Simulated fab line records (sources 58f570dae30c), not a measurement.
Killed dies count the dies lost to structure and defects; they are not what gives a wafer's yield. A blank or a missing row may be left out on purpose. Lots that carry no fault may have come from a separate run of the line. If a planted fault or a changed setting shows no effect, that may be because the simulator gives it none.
Which tool did it? + flow berkeley cmos170 + 7 lots with 21 wafers sampled at 2 steps, on a route of 331 steps

WHAT EACH GAUGE READ, for each wafer
UCB170_M2_RS_MEAS_02: uses a four-point probe to measure.
| lot  | measured     | on            | M2_AL_RS (ohm/sq)    |
|------|--------------|---------------|----------------------|
| L950 | day 7 15:00  | film metro-04 | 0.0321 0.0317 0.0319 |
| L953 | day 8 08:17  | film metro-04 | 0.0318 0.0321 0.0326 |
| L960 | day 9 15:32  | film metro-04 | 0.0320 0.0316 0.0320 |
| L961 | day 10 03:27 | film metro-02 | 0.0714 0.0317 0.0313 |
| L964 | day 10 12:10 | film metro-01 | 0.0315 0.0319 0.0321 |
| L968 | day 11 10:41 | film metro-01 | 0.0326 0.0328 0.0318 |
| L970 | day 11 11:28 | film metro-04 | 0.0319 0.0320 0.0314 |

WHAT TOOL EACH LOT RAN ON (gives the tool, then ch and the chambers of the sampled wafers, and finally the start)
| lot  | UCB170_M2_SPUTTER_01         |
|------|------------------------------|
| L950 | pvd sputter-03, day 7 14:55  |
| L953 | pvd sputter-03, day 8 08:11  |
| L960 | pvd sputter-02, day 9 15:26  |
| L961 | pvd sputter-03, day 10 03:19 |
| L964 | pvd sputter-04, day 10 12:04 |
| L968 | pvd sputter-02, day 11 10:36 |
| L970 | pvd sputter-04, day 11 11:22 |
- UCB170_M2_SPUTTER_01: material Al, target thk 900 nm, time 120 s.

THE ANSWER, worked out from the rows above alone
Rule: usual is defined by the lots themselves. Put in order of their means at a reading, lots are off if they are a third of the lots or fewer, leave a main group of 4 or more, and stand apart from it by a gap of 3 or more times the standard deviation of the main group's means; of several such gaps the widest counts. Not used: any main group whose means are identical at the precision the tables above print for the reading. A lot without any number at a reading at which 4 lots or more have one is off too. The other lots that the step has rows for count as sound.
Off: at UCB170_M2_RS_MEAS_02 (M2_AL_RS), L961. The main group: mean 0.0320 ohm/sq, standard deviation 0.00022.
If a tool, at a process step before that reading, ran all the lots that are off and no sound lot after the first of them, it fits. Those tools and the gauges at UCB170_M2_RS_MEAS_02 are tried in the same way. This does not decide it: 2 tools fit, namely pvd sputter-03 at UCB170_M2_SPUTTER_01 and film metro-02 at UCB170_M2_RS_MEAS_02.

WHAT THE SIMULATOR HAD INSERTED
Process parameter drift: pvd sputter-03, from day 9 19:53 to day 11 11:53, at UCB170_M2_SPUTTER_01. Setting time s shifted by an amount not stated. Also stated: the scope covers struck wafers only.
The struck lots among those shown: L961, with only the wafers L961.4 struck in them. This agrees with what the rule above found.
